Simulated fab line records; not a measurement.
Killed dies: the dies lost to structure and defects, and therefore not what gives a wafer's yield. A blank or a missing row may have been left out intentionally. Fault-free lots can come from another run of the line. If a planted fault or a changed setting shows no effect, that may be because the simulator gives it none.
Which tool did it? || flow rit-cmos || 7 lots with 21 wafers sampled at 2 steps, on a route of 202 steps

== WHAT EACH GAUGE READ, for each wafer ==
RIT_GATE_THK_MEAS_07.
{"lot": "L282", "measured": "day 3 02:10", "on": "film-metro-04", "GATE_OXIDE_THK (nm)": "3.01 3.01 2.97"}
{"lot": "L284", "measured": "day 3 11:41", "on": "film-metro-04", "GATE_OXIDE_THK (nm)": "3.02 3.03 3.03"}
{"lot": "L288", "measured": "day 4 07:47", "on": "film-metro-03", "GATE_OXIDE_THK (nm)": "3.02 3.01 2.94"}
{"lot": "L290", "measured": "day 4 18:43", "on": "film-metro-02", "GATE_OXIDE_THK (nm)": "3.12 3.06 3.04"}
{"lot": "L292", "measured": "day 5 04:34", "on": "film-metro-04", "GATE_OXIDE_THK (nm)": "3.42 3.46 3.42"}
{"lot": "L299", "measured": "day 6 18:43", "on": "film-metro-03", "GATE_OXIDE_THK (nm)": "3.04 3.02 3.03"}
{"lot": "L302", "measured": "day 7 11:55", "on": "film-metro-02", "GATE_OXIDE_THK (nm)": "3.04 2.99 2.98"}

== TOOL THAT RAN EACH LOT (tool first, then ch and the chambers of the sampled wafers, then the start) ==
{"lot": "L282", "RIT_GATE_OXIDATION_05": "furnace-03 ch 0, day 3 00:50"}
{"lot": "L284", "RIT_GATE_OXIDATION_05": "furnace-03 ch 0, day 3 10:20"}
{"lot": "L288", "RIT_GATE_OXIDATION_05": "furnace-01 ch 0, day 4 05:18"}
{"lot": "L290", "RIT_GATE_OXIDATION_05": "furnace-03 ch 0, day 4 17:23"}
{"lot": "L292", "RIT_GATE_OXIDATION_05": "furnace-03 ch 0, day 5 02:50"}
{"lot": "L299", "RIT_GATE_OXIDATION_05": "furnace-02 ch 0, day 6 17:23"}
{"lot": "L302", "RIT_GATE_OXIDATION_05": "furnace-02 ch 0, day 7 10:29"}
- RIT_GATE_OXIDATION_05: target thk 3 nm, ox time 270 s.

== THE ANSWER, worked out from the rows above alone ==
Rule: usual is defined by the lots themselves. The widest of any qualifying gaps counts: lots, ordered by their means at a reading, are off when they make up no more than a third of the lots, leave a main group of 4 or more, and stand apart from it by 3 or more times the standard deviation of that group's means. Not used: any main group whose means are identical at the precision the tables above print for the reading. A lot without any number at a reading at which 4 lots or more have one is off too. Any other lot the step has rows for is counted as sound.
Off: L292, at RIT_GATE_THK_MEAS_07 (GATE_OXIDE_THK). For the main group the mean is 3.02 nm and the standard deviation 0.028.
A tool fits if, at a process step before that reading, it ran every lot that is off, and no sound lot after the first of them. Gauges at RIT_GATE_THK_MEAS_07: tried the same way as those tools. This does not decide it: 2 tools fit, namely furnace-03 at RIT_GATE_OXIDATION_05 and film-metro-04 at RIT_GATE_THK_MEAS_07.

== WHAT THE SIMULATOR PUT IN ==
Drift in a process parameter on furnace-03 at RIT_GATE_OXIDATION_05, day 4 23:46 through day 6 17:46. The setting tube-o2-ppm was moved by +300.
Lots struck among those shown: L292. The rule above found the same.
